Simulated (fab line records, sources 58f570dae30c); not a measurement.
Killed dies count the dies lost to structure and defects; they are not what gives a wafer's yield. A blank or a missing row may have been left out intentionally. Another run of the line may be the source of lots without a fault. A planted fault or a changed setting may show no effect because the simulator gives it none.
Which tool was responsible? | flow berkeleyCmos170 | Sampling: 14 lots, 42 wafers, 2 of 331 route steps

## WHAT EACH GAUGE READ, for each wafer
UCB170_PVT_OVL_MEAS_06.
lot  | measured     | on         | PVT_OVL (nm)
L850 | day 5 09:35  | overlay-02 | -5 -2 3
L852 | day 5 22:32  | overlay-01 | 1 1 7
L853 | day 6 07:08  | overlay-02 | 0 -2 4
L855 | day 6 15:33  | overlay-01 | -7 -1 -4
L854 | day 6 15:49  | overlay-01 | -4 3 -7
L856 | day 7 04:19  | overlay-02 | -4 2 -6
L858 | day 7 13:24  | overlay-02 | -7 -12 -7
L857 | day 7 15:21  | overlay-02 | -13 -14 -13
L867 | day 9 09:16  | overlay-01 | -3 0 11
L868 | day 9 09:55  | overlay-01 | 6 7 1
L869 | day 9 09:59  | overlay-02 | -1 -7 0
L871 | day 10 01:19 | overlay-01 | 2 1 4
L870 | day 10 01:31 | overlay-01 | -3 -3 -4
L872 | day 10 01:40 | overlay-01 | -8 -15 -5

UCB170_GATE_THK_MEAS_05.
lot  | measured     | on           | GATE_POLY_THK (nm)
L850 | day 5 22:47  | filmMetro-02 | 212.8 214.0 210.6
L852 | day 6 10:03  | filmMetro-03 | 209.1 211.5 211.6
L853 | day 6 20:26  | filmMetro-03 | 213.6 214.7 214.2
L855 | day 7 04:16  | filmMetro-04 | 211.1 212.3 212.7
L854 | day 7 04:15  | filmMetro-03 | 215.3 217.2 215.8
L856 | day 7 14:52  | filmMetro-04 | 214.2 215.7 215.9
L858 | day 7 22:39  | filmMetro-04 | 213.5 213.5 212.8
L857 | day 8 03:25  | filmMetro-04 | 211.3 211.8 212.1
L867 | day 9 17:47  | filmMetro-04 | 212.0 212.3 211.8
L868 | day 9 17:44  | filmMetro-03 | 217.2 215.9 215.9
L869 | day 9 17:44  | filmMetro-04 | 217.4 215.2 217.5
L871 | day 10 10:39 | filmMetro-04 | 208.6 211.1 212.6
L870 | day 10 10:42 | filmMetro-02 | 210.6 211.5 210.7
L872 | day 10 10:39 | filmMetro-02 | 213.1 211.8 212.1

## WHICH TOOL RAN EACH LOT (tool, then ch and the chambers of the sampled wafers, then the start)
No process step before these readings appears in the record.

## AS READ BY THE TOOLS THEMSELVES (means over the sampled wafers that have a number; for cases with no such wafer, the mark the record gives instead)
The record holds no such reading with a usual standard deviation.

## THE ANSWER, worked out from the rows above alone
Rule: the usual values come from the lots themselves. Put in order of their means at a reading, lots are off if they are a third of the lots or fewer, leave a main group of 4 or more, and stand apart from it by a gap of 3 or more times the standard deviation of the main group's means; of several such gaps the widest counts. Not used: any main group whose means are identical at the precision the tables above print for the reading. A lot without any number at a reading at which 4 lots or more have one is off too. The other lots that the step has rows for count as sound. After the gauges, taken in route order, come the tools' own readings; for these a lot's mean is taken, as printed above. The first step at which some lot is off is used, and at that step the reading that is off furthest; a lot without a number counts as furthest.
No lot is off on any of the readings shown, so nothing can be concluded from this.

## WHAT THE SIMULATOR HAD INSERTED
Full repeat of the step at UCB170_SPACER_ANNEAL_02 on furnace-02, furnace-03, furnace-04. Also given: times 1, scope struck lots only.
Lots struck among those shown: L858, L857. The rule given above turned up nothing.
